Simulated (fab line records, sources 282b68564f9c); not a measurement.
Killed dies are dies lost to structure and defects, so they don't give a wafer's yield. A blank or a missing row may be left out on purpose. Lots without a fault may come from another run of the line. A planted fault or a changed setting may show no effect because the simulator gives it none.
Tool commonality check | flow rit_cmos | 14 lots, 42 wafers sampled

WHY IT WAS OPENED
At RIT_PLDD_TW_MEAS_10 the reading PLDD_TW is flagged on 2 of 14 lots. Wafers without a fault read 2342, standard deviation 11.
Rule: a lot is flagged when every wafer of it that has a number lies more than 4 standard deviations from that mean, or none has a number. The other lots count as sound.

lot  | measured    | on            | PLDD_TW, wafer by wafer | flag
L762 | day 3 02:00 | film_metro-04 | 2361 2356 2347          |
L763 | day 3 05:01 | film_metro-02 | 2344 2344 2348          |
L764 | day 3 07:22 | film_metro-02 | 2351 2341 2355          |
L765 | day 3 15:51 | film_metro-02 | 2338 2343 2330          |
L766 | day 3 18:22 | film_metro-03 | 2340 2342 2326          |
L768 | day 4 04:16 | film_metro-02 | 2328 2328 2323          |
L770 | day 4 18:10 | film_metro-03 | 2353 2348 2359          |
L771 | day 4 22:30 | film_metro-03 | 2349 2347 2347          |
L773 | day 5 09:53 | film_metro-04 | 2360 2361 2353          |
L775 | day 5 19:01 | film_metro-03 | 2348 2340 2339          |
L779 | day 6 14:44 | film_metro-02 | 1484 1485 1483          | FLAGGED
L781 | day 6 23:40 | film_metro-02 | 1478 1463 1472          | FLAGGED
L782 | day 7 06:56 | film_metro-02 | 2345 2329 2329          |
L785 | day 7 20:37 | film_metro-04 | 2346 2338 2337          |
The numbers of the flagged lots are 1478 on average: -864 against the usual, or -79 standard deviations.

WHICH TOOL RAN EACH LOT
The record holds 3 process steps before the reading, out of a route of 202 steps. In each cell: the tool, then ch and the chambers that the sampled wafers went through, then the start.
lot  | flag    | RIT_NWELL_STRIP_09                  | RIT_NLDD_STRIP_09                   | RIT_PLDD_IMPLANT_08
L762 |         | plasma_asher-04 ch 0,1, day 2 01:53 | plasma_asher-01 ch 0,1, day 3 00:25 | implanter-02 ch 0, day 3 01:41
L763 |         | plasma_asher-04 ch 0,1, day 2 05:13 | plasma_asher-04 ch 0,1, day 3 03:25 | implanter-02 ch 0, day 3 04:41
L764 |         | plasma_asher-04 ch 0,1, day 2 08:01 | plasma_asher-02 ch 0,1, day 3 05:38 | implanter-02 ch 0, day 3 07:04
L765 |         | plasma_asher-03 ch 0,1, day 2 14:31 | plasma_asher-04 ch 0,1, day 3 14:14 | implanter-02 ch 0, day 3 15:32
L766 |         | plasma_asher-04 ch 0,1, day 2 18:35 | plasma_asher-04 ch 0,1, day 3 16:38 | implanter-02 ch 0, day 3 18:03
L768 |         | plasma_asher-03 ch 0,1, day 3 04:17 | plasma_asher-04 ch 0,1, day 4 02:32 | implanter-03 ch 0, day 4 03:58
L770 |         | plasma_asher-03 ch 0,1, day 3 13:55 | plasma_asher-04 ch 0,1, day 4 16:34 | implanter-02 ch 0, day 4 17:50
L771 |         | plasma_asher-01 ch 1, day 3 21:03   | plasma_asher-04 ch 0,1, day 4 20:54 | implanter-02 ch 0, day 4 22:10
L773 |         | plasma_asher-01 ch 0,1, day 4 08:55 | plasma_asher-02 ch 0,1, day 5 08:18 | implanter-02 ch 0, day 5 09:34
L775 |         | plasma_asher-01 ch 0,1, day 4 16:43 | plasma_asher-01 ch 0,1, day 5 17:24 | implanter-02 ch 0, day 5 18:42
L779 | FLAGGED | plasma_asher-04 ch 0,1, day 5 15:23 | plasma_asher-04 ch 0,1, day 6 12:56 | implanter-02 ch 0, day 6 14:26
L781 | FLAGGED | plasma_asher-03 ch 0,1, day 5 21:52 | plasma_asher-01 ch 0,1, day 6 21:56 | implanter-02 ch 0, day 6 23:21
L782 |         | plasma_asher-01 ch 0,1, day 6 06:11 | plasma_asher-02 ch 0, day 7 05:20   | implanter-03 ch 0, day 7 06:37
L785 |         | plasma_asher-04 ch 0,1, day 6 17:22 | plasma_asher-01 ch 1, day 7 18:49   | implanter-03 ch 0, day 7 20:19
What these steps do:
- RIT_NWELL_STRIP_09: strips in O2, time 180 s.
- RIT_NLDD_STRIP_09: strips in O2, time 180 s.
- RIT_PLDD_IMPLANT_08
- RIT_PLDD_TW_MEAS_10

FLAGGED OVER TOTAL, TOOL BY TOOL (the gauges that took the reading come last)
step                | tool            | lots run | flagged | share of the flagged lots | sound lots run after its first flagged lot
RIT_NWELL_STRIP_09  | plasma_asher-01 | 4        | 0       | none                      | -
RIT_NWELL_STRIP_09  | plasma_asher-03 | 4        | 1       | some                      | 0
RIT_NWELL_STRIP_09  | plasma_asher-04 | 6        | 1       | some                      | 1 (L785)
RIT_NLDD_STRIP_09   | plasma_asher-01 | 4        | 1       | some                      | 1 (L785)
RIT_NLDD_STRIP_09   | plasma_asher-02 | 3        | 0       | none                      | -
RIT_NLDD_STRIP_09   | plasma_asher-04 | 7        | 1       | some                      | 0
RIT_PLDD_IMPLANT_08 | implanter-02    | 11       | 2       | all                       | 0
RIT_PLDD_IMPLANT_08 | implanter-03    | 3        | 0       | none                      | -
RIT_PLDD_TW_MEAS_10 | film_metro-02   | 7        | 2       | all                       | 1 (L782)
RIT_PLDD_TW_MEAS_10 | film_metro-03   | 4        | 0       | none                      | -
RIT_PLDD_TW_MEAS_10 | film_metro-04   | 3        | 0       | none                      | -

WHAT THE TABLE ALLOWS
2 rows of the table ran every flagged lot: implanter-02 at RIT_PLDD_IMPLANT_08, film_metro-02 at RIT_PLDD_TW_MEAS_10.
- implanter-02 at RIT_PLDD_IMPLANT_08: 2 of its 11 lots flagged. Its last sound lot is L775 (day 5 18:42), its first flagged lot L779 (day 6 14:26): a fault that began between those two fits. Its own readings lie more than 4 standard deviations out on every wafer of the flagged lots: dose_ions_cm2, faraday_current_uA.
- film_metro-02 at RIT_PLDD_TW_MEAS_10: 2 of its 7 lots flagged. Sound lots ran on it after the first flagged one (L782), which a lasting fault on the whole tool wouldn't allow.
One tool is left: implanter-02 at RIT_PLDD_IMPLANT_08.

WHAT THE SIMULATOR HAD PUT IN
Process parameter drift: implanter-02, from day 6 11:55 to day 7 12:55, at RIT_PLDD_IMPLANT_08. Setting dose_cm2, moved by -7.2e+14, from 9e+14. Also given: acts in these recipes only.
Lots struck among those shown: L779, L781. The rule above found the same.
